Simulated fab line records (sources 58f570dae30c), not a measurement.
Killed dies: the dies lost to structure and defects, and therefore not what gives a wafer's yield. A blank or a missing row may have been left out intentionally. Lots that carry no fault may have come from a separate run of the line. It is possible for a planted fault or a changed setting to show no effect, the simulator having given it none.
Comparing a struck lot with a sound one + flow berkeley-cmos170 + 23 steps out of a route of 331
Sound: the wafers L561.4, L561.5, L561.6. Wafers struck: L568.2, L568.3, L568.4. The cause is given at the end.
Per side, at each step with rows, come the tool, then ch with its chambers, and then its first start. Under that, the readings that differ: sound wafers + struck wafers + difference of the means + sigmas: that difference in standard deviations of wafers without a fault.
alike: readings whose means differ by less than 2 such deviations, and words and numbers that are the same on both sides. not compared: withheld readings, readings that some wafer has no value for, bounds like >300 that may hide the same value, and numbers for which the record gives no deviation and whose values overlap.
The two part at a step that has a row with sigmas, a row that says differs or no value, or rows on one side only. Numbers that don't overlap but have no deviation are shown without sigmas and don't part them. Lack of a reading on every wafer of one side parts them only where that side has two or more wafers.

first, 3 steps without rows for these wafers: UCB170_ZERO_EXPOSE_03 (exposes mask PM MARKS, target cd 4000 nm); UCB170_ZERO_PEB_04; UCB170_ZERO_DEVELOP_05 (develop time 45 s).
UCB170_ZERO_ETCH_06: etches SiO2 in CHF3/CF4/Ar, time 12 s.
  sound on rie-diel-01 ch 1,2,3, day 2 21:34; struck on rie-diel-01 ch 0,1,2, day 4 08:34
| reading                | sound | struck  | difference                   | sigmas |
|------------------------|-------|---------|------------------------------|--------|
| rf-hours-counter-h (h) | - - - | 0 14 93 | no value on the sound wafers |        |
  alike: drypump-motor-current-A, oes-product-au, throttle-valve-pct
UCB170_ZERO_STRIP_07: strips in O2.
  sound on plasma-asher-04 ch 0,1, day 2 21:37; struck on plasma-asher-04 ch 0,1, day 4 08:35
| reading                      | sound             | struck            | difference | sigmas |
|------------------------------|-------------------|-------------------|------------|--------|
| strip-time-to-endpoint-s (s) | 21.40 21.41 21.45 | 21.54 21.64 21.60 | +0.17      | +3     |
  alike: drypump-motor-current-A, oes-product-au
  not compared: rf-hours-counter-h
then, 2 steps without rows for these wafers: UCB170_NWELL_WET_ETCH_00 (etches SiO2 in dHF, time 200 s); UCB170_NWELL_OXIDATION_01 (target thk 26.4 nm, ox time 1260 s).
UCB170_NWELL_THK_MEAS_02:
  sound on film-metro-01, day 3 03:11; struck on film-metro-04, day 4 11:25
  alike: NWELL_OXIDE_THK
then, 2 steps without rows for these wafers: UCB170_NWELL_ANNEAL_03 (time 900 s); UCB170_NWELL_CVD_04 (deposits Si3N4 from SiH2Cl2/NH3, target thk 224 nm, time 3360 s).
UCB170_NWELL_THK_MEAS_05:
  sound on film-metro-01, day 3 09:55; struck on film-metro-04, day 4 18:34
  alike: NWELL_NITRIDE_THK
then, 1 step without rows for these wafers: UCB170_NWELL_HMDS_06 (prime time 60 s).
UCB170_NWELL_COAT_07: resist thk 900 nm.
  sound on litho-track-01 ch 0, day 3 10:10; struck on litho-track-03 ch 0, day 4 18:55
| reading                                | sound                | struck               | difference | sigmas |
|----------------------------------------|----------------------|----------------------|------------|--------|
| spin-speed-rpm (rpm)                   | 1499.1 1500.5 1500.7 | 1441.8 1439.4 1439.9 | -59.7      | -68    |
| model.KrF_of_NWELL_COAT_07.thk-nm (nm) | 901.9 903.9 902.9    | 919.4 916.8 917.4    | +15.0      |        |
then, 4 steps without rows for these wafers: UCB170_NWELL_SOFTBAKE_08 (time 60 s); UCB170_NWELL_EXPOSE_09 (exposes mask NWELL, target cd 3000 nm); UCB170_NWELL_PEB_10; UCB170_NWELL_DEVELOP_11 (develop time 45 s).
UCB170_NWELL_OVL_MEAS_12:
  sound on overlay-01, day 3 10:56; struck on overlay-01, day 4 19:58
  alike: NWELL_OVL
UCB170_NWELL_ETCH_13: etches Si3N4 in CH3F/Ar/O2, stops on SiO2, target depth 246.4 nm, time 154 s.
  sound on rie-diel-03 ch 1,2,3, day 3 10:56; struck on rie-diel-03 ch 0,1,2, day 4 19:59
| reading                                | sound             | struck          | difference | sigmas |
|----------------------------------------|-------------------|-----------------|------------|--------|
| model.KrF_of_NWELL_COAT_07.thk-nm (nm) | 721.9 719.3 726.2 | 743 740.1 741.9 | +19        |        |
  alike: drypump-motor-current-A, oes-product-au, throttle-valve-pct
  not compared: rf-hours-counter-h
after that, 1 step had no rows for these wafers: UCB170_NWELL_IMPLANT_14.
UCB170_NWELL_STRIP_15: strips in O2.
  sound on plasma-asher-02 ch 0,1, day 3 11:14; struck on plasma-asher-02 ch 0,1, day 4 20:14
| reading                      | sound             | struck            | difference | sigmas |
|------------------------------|-------------------|-------------------|------------|--------|
| strip-time-to-endpoint-s (s) | 18.03 17.96 18.14 | 18.52 18.47 18.50 | +0.45      | +5     |
  alike: drypump-motor-current-A, oes-product-au
  not compared: rf-hours-counter-h
UCB170_NWELL_TW_MEAS_16:
  sound on film-metro-03, day 3 11:20; struck on film-metro-04, day 4 20:21
  alike: NWELL_TW
after that, 1 step had no rows for these wafers: UCB170_M3_PROBE_99.

== WHERE THEY PART ==
Earliest at UCB170_ZERO_ETCH_06; latest, in this record, at UCB170_NWELL_STRIP_15. Later steps at which nothing parts them and some readings are alike: UCB170_NWELL_TW_MEAS_16.

WHY: what the simulator had put in
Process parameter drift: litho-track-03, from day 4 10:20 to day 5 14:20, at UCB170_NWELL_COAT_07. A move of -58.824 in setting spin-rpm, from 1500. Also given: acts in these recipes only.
